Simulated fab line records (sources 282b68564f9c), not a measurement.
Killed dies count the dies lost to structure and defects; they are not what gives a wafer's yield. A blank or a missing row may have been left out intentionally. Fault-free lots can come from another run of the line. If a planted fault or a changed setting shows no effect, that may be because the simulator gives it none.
Struck lot and sound lot, side by side :: flow rit_cmos :: 23 out of 202 route steps
Sound: the wafers L103.3, L103.5, L103.6. Wafers L118.1, L118.2, L118.6 were the ones struck. The cause is named last.
Order at every step that has rows: each side's tool, ch and its chambers, its first start. Under that, the readings that differ: sound wafers :: struck wafers :: difference of the means :: sigmas: that difference in standard deviations of wafers without a fault.
alike: same words and numbers on both sides, and readings whose means sit less than 2 such deviations apart. not compared: any withheld reading, any reading some wafer has no value for, any bound like >300 that may hide the same value, and any number with overlapping values for which the record gives no deviation.
A row with sigmas, a row that says differs or no value, or rows on one side alone: a step with any of these is where the two part. Numbers that have no deviation but don't overlap get no sigmas and don't part them. Lack of a reading on every wafer of one side parts them only where that side has two or more wafers.

RIT_CONTACT_CD_MEAS_08: target cd 1000 nm.
  sound on cd_sem-02 at day 3 06:47; struck on cd_sem-02 at day 6 09:46
  alike: cd_nm
RIT_CONTACT_OVL_MEAS_09:
  sound on overlay-02 at day 3 06:52; struck on overlay-01 at day 6 09:53
reading: CONTACT_OVL (nm)
sound: 3.5 2.1 0.3
struck: -1.4 -0.8 -2.7
difference: -3.6
sigmas: -3
then, 1 step without rows for these wafers: RIT_CONTACT_HARDBAKE_10 (time 60 s).
RIT_CONTACT_ETCH_11: etches SiO2 in CHF3/CF4/Ar, stops on TiSi2, target depth 480 nm, time 320 s.
  sound on rie_diel-04 ch 0,1,3, day 3 07:07; struck on rie_diel-04 ch 0,3, day 6 10:05
  alike: cf4_flow_sccm, drypump_motor_current_A, oes_product_au, throttle_valve_pct
  not compared: rf_hours_counter_h
RIT_CONTACT_STRIP_12: strips in O2, time 180 s.
  sound on plasma_asher-04 ch 0,1, day 3 07:22; struck on plasma_asher-04 ch 0,1, day 6 10:16
  alike: drypump_motor_current_A
  not compared: rf_hours_counter_h
RIT_CONTACT_CD_MEAS_90: target cd 1000 nm.
  sound on cd_sem-02 at day 3 07:31; struck on cd_sem-02 at day 6 10:27
  alike: cd_nm
then, 2 steps without rows for these wafers: RIT_CONTACT_CLEAN_13 (cleans in SC1, time 600 s); RIT_CONTACT_CLEAN_14 (cleans in SC2, time 600 s).
RIT_M1_SPUTTER_00: material Al, target thk 400 nm, time 500 s.
  sound on pvd_sputter-03 at day 3 07:58; struck on pvd_sputter-04 at day 6 10:55
  alike: throttle_valve_pct
RIT_M1_RS_MEAS_01: measurement is done with a four-point probe.
  sound on film_metro-04 at day 3 08:18; struck on film_metro-04 at day 6 11:13
  alike: M1_AL_RS
RIT_M1_THK_MEAS_02: measures by xrf.
  sound on film_metro-04 at day 3 08:24; struck on film_metro-04 at day 6 11:20
  alike: M1_AL_THK
then, 1 step without rows for these wafers: RIT_M1_HMDS_03 (prime time 60 s).
RIT_M1_COAT_04: resist thk 1300 nm.
  sound on litho_track-02 ch 0, day 3 08:38; struck on litho_track-01 ch 0, day 6 11:32
reading: model.NOVOLAK_of_M1_COAT_04.thk_nm (nm)
sound: 1296 1296 1293
struck: 1329 1328 1328
difference: +33
sigmas: 
then, 4 steps without rows for these wafers: RIT_M1_SOFTBAKE_05 (time 60 s); RIT_M1_EXPOSE_06 (exposes mask M12, target cd 2600 nm); RIT_M1_PEB_07; RIT_M1_DEVELOP_08 (develop time 68 s).
RIT_M1_CD_MEAS_09: target cd 2600 nm.
  sound on cd_sem-01 at day 3 09:29; struck on cd_sem-01 at day 6 12:24
  alike: cd_nm
RIT_M1_OVL_MEAS_10:
  sound on overlay-02 at day 3 09:35; struck on overlay-02 at day 6 12:31
  alike: M1_OVL
then, 1 step without rows for these wafers: RIT_M1_HARDBAKE_11 (time 120 s).
RIT_M1_METAL_ETCH_12: etches Al in Cl2/BCl3, stops on SiO2, time 165 s, target depth 600 nm.
  sound on rie_metal-03 ch 0,1, day 3 09:55; struck on rie_metal-03 ch 0,1, day 6 12:48
reading: model.NOVOLAK_of_M1_COAT_04.thk_nm (nm)
sound: 818.8 815.3 802.3
struck: 841.4 833.7 841.3
difference: +26.7
sigmas: 
  alike: drypump_motor_current_A, oes_product_au, throttle_valve_pct
  not compared: rf_hours_counter_h
then, 1 step without rows for these wafers: RIT_M1_STRIP_13 (strips in nmp, time 600 s).
RIT_M1_PROBE_99:
  sound on prober-01 at day 3 12:13; struck on prober-02 at day 6 15:04
  alike: defect_limited_yield, killed_at_contacts, killed_at_front_end, killed_dies, killed_open, killed_short, sort_bin_3_pad_short, sort_bin_5_function, sort_bin_6_memory, sort_n_pass, sort_yield_pct

== WHERE THEY PART ==
Only at RIT_CONTACT_OVL_MEAS_09, within this record. Later steps at which nothing parts them and some readings are alike: RIT_CONTACT_ETCH_11, RIT_CONTACT_STRIP_12, RIT_CONTACT_CD_MEAS_90, RIT_M1_SPUTTER_00, RIT_M1_RS_MEAS_01, RIT_M1_THK_MEAS_02, RIT_M1_CD_MEAS_09, RIT_M1_OVL_MEAS_10, RIT_M1_METAL_ETCH_12, RIT_M1_PROBE_99.

WHY: the cause the simulator had injected
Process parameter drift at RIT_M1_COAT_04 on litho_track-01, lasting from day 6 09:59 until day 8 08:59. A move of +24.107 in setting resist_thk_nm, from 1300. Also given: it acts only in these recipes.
